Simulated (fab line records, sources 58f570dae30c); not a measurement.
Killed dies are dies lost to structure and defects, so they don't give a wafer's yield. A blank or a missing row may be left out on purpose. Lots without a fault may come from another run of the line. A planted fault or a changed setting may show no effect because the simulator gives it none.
Which tool did it? | flow berkeley_cmos170 | 7 lots, 21 wafers sampled, at 2 steps of a route of 331

WHAT THE GAUGES READ, wafer by wafer
UCB170_V1_THK_MEAS_04.
lot  | measured     | on            | V1_POLISHED_THK (nm)
L363 | day 7 13:00  | film_metro-03 | 999.0 997.8 999.3
L366 | day 8 02:49  | film_metro-03 | 997.8 1000.2 998.3
L370 | day 9 06:35  | film_metro-01 | 1001.4 999.0 1000.4
L378 | day 10 09:37 | film_metro-04 | 999.7 999.5 999.8
L382 | day 11 07:16 | film_metro-03 | 1000.6 999.2 1000.2
L380 | day 11 07:18 | film_metro-01 | 1001.1 999.7 1002.5
L383 | day 11 07:35 | film_metro-04 | 999.0 998.1 999.6

WHICH TOOL RAN EACH LOT (tool, then ch and the chambers of the sampled wafers, then the start)
lot  | UCB170_SPACER_CVD_00
L363 | pecvd-01 ch 1,2, day 6 18:41
L366 | pecvd-02 ch 0,1,2, day 7 07:49
L370 | pecvd-01 ch 0,1, day 8 07:32
L378 | pecvd-04 ch 0,1,2, day 9 09:22
L382 | pecvd-04 ch 0,2, day 10 05:12
L380 | pecvd-04 ch 0,1,2, day 10 05:49
L383 | pecvd-04 ch 0,1,2, day 10 09:23
- UCB170_SPACER_CVD_00: deposits SiO2 from TEOS/O2, target thk 376 nm, time 47 s.

THE ANSWER, worked out from the rows above alone
Rule: what is usual is taken from the lots themselves. Put in order of their means at a reading, lots are off if they are a third of the lots or fewer, leave a main group of 4 or more, and stand apart from it by a gap of 3 or more times the standard deviation of the main group's means; of several such gaps the widest counts. A main group whose means are all the same, to the digits that the tables above print for the reading, isn't used. A lot without any number at a reading at which 4 lots or more have one is off too. The other lots that the step has rows for count as sound.
No lot is off at any reading shown: from this, nothing can be told.

WHAT THE SIMULATOR HAD PUT IN
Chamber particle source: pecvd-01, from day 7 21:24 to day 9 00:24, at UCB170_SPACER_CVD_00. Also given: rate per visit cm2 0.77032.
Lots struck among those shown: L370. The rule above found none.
